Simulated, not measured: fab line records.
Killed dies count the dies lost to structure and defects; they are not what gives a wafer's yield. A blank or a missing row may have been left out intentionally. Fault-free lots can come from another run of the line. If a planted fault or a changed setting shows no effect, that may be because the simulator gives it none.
Split-lot study :: flow berkeleyCmos170 :: on a route of 331 steps: 5 lots, 23 wafers read

## ON THE SPLIT
At UCB170_SILICIDE_SPUTTER_01 (material Ti, target thk 30 nm, time 25 s), the setting timeS was moved away from the recipe's 25 s on 6 of the 23 wafers read, by -13.6% to +4.0%. All remaining wafers had this setting at the recipe value.

## BETWEEN THE SPLIT AND THE READING: the file shows 1 step in between
- UCB170_SILICIDE_RS_MEAS_02: measures by four-point-probe

## THE READING
SILICIDE_TI_THK, in nm, at UCB170_SILICIDE_THK_MEAS_03 (measures by xrf). On this fab line, fault-free wafers typically give 30.1 nm with a standard deviation of 0.31 nm.

wafer: L079.2
tool, chamber at the split: pvdSputter-02, -
timeS as run, s: 25
against the recipe: recipe
SILICIDE_TI_THK, nm: 30.3
against lot-mates on the recipe: -

wafer: L079.3
tool, chamber at the split: pvdSputter-02, -
timeS as run, s: 25
against the recipe: recipe
SILICIDE_TI_THK, nm: 30.7
against lot-mates on the recipe: -

wafer: L079.6
tool, chamber at the split: pvdSputter-02, -
timeS as run, s: 25
against the recipe: recipe
SILICIDE_TI_THK, nm: 30.2
against lot-mates on the recipe: -

wafer: L080.2
tool, chamber at the split: pvdSputter-03, -
timeS as run, s: 22.49
against the recipe: -10.0%
SILICIDE_TI_THK, nm: 26.8
against lot-mates on the recipe: -3.1

wafer: L080.3
tool, chamber at the split: pvdSputter-03, -
timeS as run, s: 25
against the recipe: recipe
SILICIDE_TI_THK, nm: 30.0
against lot-mates on the recipe: -

wafer: L080.4
tool, chamber at the split: pvdSputter-03, -
timeS as run, s: 25
against the recipe: recipe
SILICIDE_TI_THK, nm: 30.0
against lot-mates on the recipe: -

wafer: L080.5
tool, chamber at the split: pvdSputter-03, -
timeS as run, s: 25
against the recipe: recipe
SILICIDE_TI_THK, nm: 29.7
against lot-mates on the recipe: -

wafer: L080.6
tool, chamber at the split: pvdSputter-03, -
timeS as run, s: 22.49
against the recipe: -10.0%
SILICIDE_TI_THK, nm: 27.1
against lot-mates on the recipe: -2.8

wafer: L084.1
tool, chamber at the split: pvdSputter-03, -
timeS as run, s: 25.99
against the recipe: +4.0%
SILICIDE_TI_THK, nm: 31.1
against lot-mates on the recipe: +1.5

wafer: L084.2
tool, chamber at the split: pvdSputter-03, -
timeS as run, s: 25
against the recipe: recipe
SILICIDE_TI_THK, nm: 29.8
against lot-mates on the recipe: -

wafer: L084.3
tool, chamber at the split: pvdSputter-03, -
timeS as run, s: 25
against the recipe: recipe
SILICIDE_TI_THK, nm: 29.4
against lot-mates on the recipe: -

wafer: L084.4
tool, chamber at the split: pvdSputter-03, -
timeS as run, s: 25
against the recipe: recipe
SILICIDE_TI_THK, nm: 29.6
against lot-mates on the recipe: -

wafer: L084.6
tool, chamber at the split: pvdSputter-03, -
timeS as run, s: 25.99
against the recipe: +4.0%
SILICIDE_TI_THK, nm: 31.1
against lot-mates on the recipe: +1.5

wafer: L083.1
tool, chamber at the split: pvdSputter-02, -
timeS as run, s: 25
against the recipe: recipe
SILICIDE_TI_THK, nm: 30.4
against lot-mates on the recipe: -

wafer: L083.2
tool, chamber at the split: pvdSputter-02, -
timeS as run, s: 25
against the recipe: recipe
SILICIDE_TI_THK, nm: 30.0
against lot-mates on the recipe: -

wafer: L083.4
tool, chamber at the split: pvdSputter-02, -
timeS as run, s: 25
against the recipe: recipe
SILICIDE_TI_THK, nm: 30.3
against lot-mates on the recipe: -

wafer: L083.5
tool, chamber at the split: pvdSputter-02, -
timeS as run, s: 25
against the recipe: recipe
SILICIDE_TI_THK, nm: 30.1
against lot-mates on the recipe: -

wafer: L083.6
tool, chamber at the split: pvdSputter-02, -
timeS as run, s: 25
against the recipe: recipe
SILICIDE_TI_THK, nm: 30.0
against lot-mates on the recipe: -

wafer: L085.1
tool, chamber at the split: pvdSputter-04, -
timeS as run, s: 21.6
against the recipe: -13.6%
SILICIDE_TI_THK, nm: 26.3
against lot-mates on the recipe: -4.1

wafer: L085.3
tool, chamber at the split: pvdSputter-04, -
timeS as run, s: 25
against the recipe: recipe
SILICIDE_TI_THK, nm: 30.3
against lot-mates on the recipe: -

wafer: L085.4
tool, chamber at the split: pvdSputter-04, -
timeS as run, s: 21.6
against the recipe: -13.6%
SILICIDE_TI_THK, nm: 25.7
against lot-mates on the recipe: -4.7

wafer: L085.5
tool, chamber at the split: pvdSputter-04, -
timeS as run, s: 25
against the recipe: recipe
SILICIDE_TI_THK, nm: 30.5
against lot-mates on the recipe: -

wafer: L085.6
tool, chamber at the split: pvdSputter-04, -
timeS as run, s: 25
against the recipe: recipe
SILICIDE_TI_THK, nm: 30.5
against lot-mates on the recipe: -

FIT RESULTS
A straight line over all 23 wafers: SILICIDE_TI_THK changes by +0.302 nm for each +1% of timeS; r = +0.98; the points scatter about the line by 0.33 nm.
The same after taking each lot's own level away (the mean of its wafers on the recipe; 23 wafers): +0.32 nm for each +1%; r = +0.99; scatter 0.21 nm.
That fit puts the effect of the largest move of timeS on the reading at 4.4 nm.
Measured against the standard deviation above, the lots' own levels, which go from 29.60 to 30.43 nm, span 2.7 times it.
Consequently the slope shifts little with the lot-to-lot level, the two slopes agreeing.
Check: for one of the wafers moved furthest among these (-13.6%), held out of the fit, the line's prediction against its lot-mates is -4.4 nm. It came out at -4.13 nm against them.

## OTHER SPLITS ON THESE WAFERS
Other splits were also applied to these wafers ahead of the reading. Each is held against what the fit with the lots' levels taken away leaves over:
other split on the same wafers: UCB170_NWELL_CVD_04 sih2cl2FlowSccm
wafers away from the commonest value: 10
r with SILICIDE_TI_THK (lot level and that fit taken away): +0.04

other split on the same wafers: UCB170_NWELL_COAT_07 resistThkNm
wafers away from the commonest value: 4
r with SILICIDE_TI_THK (lot level and that fit taken away): -0.11

other split on the same wafers: UCB170_NWELL_ETCH_13 rfW
wafers away from the commonest value: 8
r with SILICIDE_TI_THK (lot level and that fit taken away): +0.27

other split on the same wafers: UCB170_ACTIVE_CVD_05 nh3FlowSccm
wafers away from the commonest value: 18
r with SILICIDE_TI_THK (lot level and that fit taken away): -0.19

other split on the same wafers: UCB170_PFIELD_COAT_01 resistThkNm
wafers away from the commonest value: 7
r with SILICIDE_TI_THK (lot level and that fit taken away): +0.14

other split on the same wafers: UCB170_PFIELD_IMPLANT_07 energyKev
wafers away from the commonest value: 11
r with SILICIDE_TI_THK (lot level and that fit taken away): +0.08

other split on the same wafers: UCB170_PLDD_PEB_04 pebTempC
wafers away from the commonest value: 10
r with SILICIDE_TI_THK (lot level and that fit taken away): +0.15

other split on the same wafers: UCB170_BACKSIDE_COAT_01 resistThkNm
wafers away from the commonest value: 9
r with SILICIDE_TI_THK (lot level and that fit taken away): +0.06

## THE WHOLE CHAIN: every reading that the file lists as answering this split, in the file's order
step: UCB170_SILICIDE_SPUTTER_01
what it does: material Ti, target thk 30 nm, time 25 s
reading: Ti_of_SILICIDE_SPUTTER_01.thkNm (the simulator's own value, which no gauge read)
change (the file's fit): +0.316 nm for each +1% of the setting
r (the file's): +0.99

step: UCB170_SILICIDE_RS_MEAS_02
what it does: measures by four-point-probe
reading: SILICIDE_TI_RS
change (the file's fit): -0.373 for each +1% of the setting
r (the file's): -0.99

step: UCB170_SILICIDE_THK_MEAS_03
what it does: measures by xrf
reading: SILICIDE_TI_THK
change (the file's fit): +0.32 for each +1% of the setting
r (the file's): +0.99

## FILE'S OWN FIT
SILICIDE_TI_THK changes by +0.32 nm for each +1% of timeS, r = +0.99.
